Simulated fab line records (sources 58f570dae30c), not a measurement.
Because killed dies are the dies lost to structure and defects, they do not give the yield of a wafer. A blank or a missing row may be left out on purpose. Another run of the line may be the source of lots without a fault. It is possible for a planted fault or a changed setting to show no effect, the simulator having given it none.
Which tool was responsible? + flow berkeleyCmos170 + 14 lots, 42 wafers sampled, at 2 steps of a route of 331

## WHAT THE GAUGES READ, wafer by wafer
UCB170_PWELL_THK_MEAS_06.
| lot  | measured    | on           | PWELL_NITRIDE_THK (nm) |
|------|-------------|--------------|------------------------|
| L752 | day 3 09:32 | filmMetro-02 | 217.6 217.4 220.1      |
| L753 | day 3 16:13 | filmMetro-02 | 217.4 216.9 217.7      |
| L754 | day 3 16:13 | filmMetro-01 | 218.1 219.8 221.6      |
| L755 | day 3 16:14 | filmMetro-03 | 221.3 223.1 220.5      |
| L756 | day 4 05:57 | filmMetro-03 | 221.0 219.3 219.9      |
| L757 | day 4 12:07 | filmMetro-02 | 219.2 221.4 220.7      |
| L761 | day 5 11:05 | filmMetro-01 | 219.2 217.0 219.3      |
| L762 | day 5 11:05 | filmMetro-02 | 222.6 221.2 220.2      |
| L767 | day 6 15:47 | filmMetro-01 | 246.7 247.1 247.3      |
| L768 | day 6 15:49 | filmMetro-02 | 248.4 247.8 247.3      |
| L770 | day 7 12:32 | filmMetro-01 | 217.9 217.6 217.1      |
| L772 | day 7 17:21 | filmMetro-02 | 216.6 218.7 217.5      |
| L773 | day 7 17:20 | filmMetro-03 | 219.8 219.4 219.1      |
| L774 | day 7 17:23 | filmMetro-03 | 218.2 219.7 219.0      |

## WHAT TOOL EACH LOT RAN ON (gives the tool, then ch and the chambers of the sampled wafers, and finally the start)
| lot  | UCB170_PWELL_CVD_05        |
|------|----------------------------|
| L752 | lpcvd-02 ch 1, day 3 07:37 |
| L753 | lpcvd-02 ch 1, day 3 14:17 |
| L754 | lpcvd-02 ch 0, day 3 14:17 |
| L755 | lpcvd-02 ch 1, day 3 14:17 |
| L756 | lpcvd-01 ch 0, day 4 04:02 |
| L757 | lpcvd-02 ch 0, day 4 10:12 |
| L761 | lpcvd-01 ch 0, day 5 09:08 |
| L762 | lpcvd-01 ch 0, day 5 09:08 |
| L767 | lpcvd-01 ch 0, day 6 13:53 |
| L768 | lpcvd-01 ch 1, day 6 13:53 |
| L770 | lpcvd-02 ch 0, day 7 10:37 |
| L772 | lpcvd-02 ch 1, day 7 15:25 |
| L773 | lpcvd-02 ch 1, day 7 15:25 |
| L774 | lpcvd-02 ch 1, day 7 15:25 |
- UCB170_PWELL_CVD_05: deposits Si3N4 from SiH2Cl2/NH3, target thk 220 nm, time 3300 s.

## WHAT THE TOOLS THEMSELVES READ (means of the sampled wafers that have a number; where no wafer has one, the mark that the record gives instead)
UCB170_PWELL_CVD_05.
| lot  | tool     | sih2cl2FlowSccm (sccm) |
|------|----------|------------------------|
| L752 | lpcvd-02 | 24.96                  |
| L753 | lpcvd-02 | 24.86                  |
| L754 | lpcvd-02 | 24.97                  |
| L755 | lpcvd-02 | 25.06                  |
| L756 | lpcvd-01 | 25.15                  |
| L757 | lpcvd-02 | 24.92                  |
| L761 | lpcvd-01 | 24.94                  |
| L762 | lpcvd-01 | 24.98                  |
| L767 | lpcvd-01 | 37.55                  |
| L768 | lpcvd-01 | 37.62                  |
| L770 | lpcvd-02 | 24.90                  |
| L772 | lpcvd-02 | 25.03                  |
| L773 | lpcvd-02 | 25.01                  |
| L774 | lpcvd-02 | 25.03                  |

## THE ANSWER, worked out from the rows above alone
Rule: the lots themselves supply what counts as usual. Put in order of their means at a reading, lots are off if they are a third of the lots or fewer, leave a main group of 4 or more, and stand apart from it by a gap of 3 or more times the standard deviation of the main group's means; of several such gaps the widest counts. The tables above print the reading to a certain number of digits; a main group whose means all agree to those digits is not used. A lot without any number at a reading at which 4 lots or more have one is off too. All remaining lots with rows at the step are treated as sound. The gauges are gone through in route order, then the tools' own readings, and for those a lot's mean is taken as printed above. At the first step where some lot is off, the reading lying furthest off is the one used; lots without a number count as furthest.
Off: L767, L768, at UCB170_PWELL_THK_MEAS_06 (PWELL_NITRIDE_THK). For the main group the mean is 219.3 nm and the standard deviation 1.4.
If a tool, at a process step before that reading, ran all the lots that are off and no sound lot after the first of them, it fits. The gauges at UCB170_PWELL_THK_MEAS_06 aren't tried: what is off there is off at UCB170_PWELL_CVD_05 too, on other tools, and a gauge's error can't cause that. One fits: lpcvd-01 at UCB170_PWELL_CVD_05. A fault onset in the window from L761 (day 5 09:08, its last sound lot) to L767 (day 6 13:53, its first lot off) fits.
On the lots that are off, the tool's own readings at UCB170_PWELL_CVD_05 differ by more than 5 times the standard deviation of the sound lots' means, which bears it out; sih2cl2FlowSccm reads 37.58 sccm there versus 24.98 sccm on the sound lots.

## WHAT HAD BEEN PUT IN BY THE SIMULATOR
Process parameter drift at UCB170_PWELL_CVD_05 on lpcvd-01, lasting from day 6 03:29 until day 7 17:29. A move of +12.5 in setting sih2cl2FlowSccm, from 25. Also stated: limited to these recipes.
Lots struck among those shown: L767, L768. This agrees with what the rule above found.
